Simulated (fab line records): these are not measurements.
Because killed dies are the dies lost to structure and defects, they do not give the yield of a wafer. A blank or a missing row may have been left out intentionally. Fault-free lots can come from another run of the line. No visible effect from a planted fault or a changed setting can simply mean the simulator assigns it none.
Struck lot and sound lot, side by side | flow rit cmos | 17 steps out of a route of 202
Sound: these wafers, L388.1, L388.3, L388.6. Wafers struck: L398.2, L398.4, L398.6. At the end, the cause is stated.
Per side, at each step with rows, come the tool, then ch with its chambers, and then its first start. Under that, the readings that differ: sound wafers | struck wafers | difference of the means | sigmas: that difference in standard deviations of wafers without a fault.
alike: same words and numbers on both sides, and readings whose means sit less than 2 such deviations apart. not compared: any withheld reading, any reading some wafer has no value for, any bound like >300 that may hide the same value, and any number with overlapping values for which the record gives no deviation.
The two part at a step that has a row with sigmas, a row that says differs or no value, or rows on one side only. Numbers that don't overlap but have no deviation are shown without sigmas and don't part them. A reading that every wafer of one side lacks parts them only if that side has two wafers or more.

first, 1 step without rows for these wafers: RIT_PRETRO_DEVELOP_05 (develop time 68 s).
RIT_PRETRO_OVL_MEAS_06:
  sound: overlay-01 at day 4 14:46; struck: overlay-02 at day 6 17:49
  alike: PRETRO_OVL
then, 2 steps without rows for these wafers: RIT_PRETRO_HARDBAKE_07 (time 120 s); RIT_PRETRO_IMPLANT_08.
RIT_PRETRO_STRIP_09: strips in O2, time 180 s.
  sound on plasma asher-04 ch 1, day 4 15:12; struck on plasma asher-01 ch 0, day 6 18:14
  alike: chamber pressure mTorr, drypump motor current A
  not compared: rf hours counter h
RIT_PRETRO_TW_MEAS_10:
  sound: film metro-04 at day 4 15:22; struck: film metro-04 at day 6 18:25
  alike: PRETRO_TW
then, 5 steps without rows for these wafers: RIT_GATE_WET_ETCH_00 (etches SiO2 in BOE, target depth 56 nm, time 60 s); RIT_GATE_CLEAN_01 (cleans in SC1, time 600 s); RIT_GATE_CLEAN_02 (cleans in dHF, time 30 s); RIT_GATE_CLEAN_03 (cleans in SC2, time 600 s); RIT_GATE_CLEAN_04 (cleans in dHF, time 60 s).
RIT_FOX2_THK_MEAS_91:
  sound: film metro-03 at day 4 15:51; struck: film metro-02 at day 6 18:56
  alike: FIELD_OXIDE_LEFT_2_THK
RIT_GATE_OXIDATION_05: target thk 3 nm, ox time 270 s.
  sound on furnace-04 ch 0, day 4 15:55; struck on furnace-04 ch 0, day 6 18:59
  reading                                     | sound             | struck           | difference | sigmas
  model.SiO2_of_GATE_OXIDATION_05.thk nm (nm) | 2.957 3.005 2.982 | 4.912 4.93 4.952 | +1.950     |
  alike: spike tc load C, spike tc source C, tube_center_temp_C_max
then, 1 step without rows for these wafers: RIT_GATE_ANNEAL_06 (time 600 s).
RIT_GATE_THK_MEAS_07:
  sound: film metro-02 at day 4 18:10; struck: film metro-02 at day 6 20:19
  reading             | sound          | struck         | difference | sigmas
  GATE_OXIDE_THK (nm) | 2.92 3.03 2.98 | 4.94 4.90 4.93 | +1.95      | +26
then, 1 step without rows for these wafers: RIT_GATE_CVD_08 (deposits poly-Si from SiH4, target thk 250 nm, time 2220 s).
RIT_M1_PROBE_99:
  sound: prober-02 at day 5 18:08; struck: prober-01 at day 7 21:55
  reading                             | sound             | struck                        | difference | sigmas
  killed at front end                 | 6 3 6             | 12 6 15                       | +6         | +2
  killed dies                         | 6 3 6             | 12 6 15                       | +6         | +2
  model.etest.pmos_0p3.r on ohm um    | 6190 6448 6334    | 1.008e+04 1.026e+04 1.032e+04 | +3.896e+03 |
  model.etest.pmos turned.r on ohm um | 3475 3580 3548    | 4741 4708 4906                | +1251      |
  model.etest.nmos_0p3.r on ohm um    | 2119 2171 2164    | 3293 3298 3340                | +1159      |
  model.etest.pmos_0p15.r on ohm um   | 2767 2891 2865    | 3856 3825 4002                | +1053      |
  model.etest.nmos_0p15.r on ohm um   | 1113 1148 1155    | 1420 1414 1459                | +292       |
  model.etest.nmos_0p15.drive ua um   | 470.9 460.8 459.8 | 296 303.5 290.3               | -167       |
  model.etest.nmos narrow.drive ua um | 220.7 223.9 225.3 | 100.1 101.2 99.61             | -123.0     |
  model.etest.nmos_0p3.drive ua um    | 227.8 222.6 225.8 | 103.7 104.3 103.7             | -121.5     |
  alike: killed at contacts, killed open, killed short

WHERE THEY PART
Last at RIT_M1_PROBE_99 as far as this record goes, first at RIT_GATE_THK_MEAS_07.

WHY: what had been put in by the simulator
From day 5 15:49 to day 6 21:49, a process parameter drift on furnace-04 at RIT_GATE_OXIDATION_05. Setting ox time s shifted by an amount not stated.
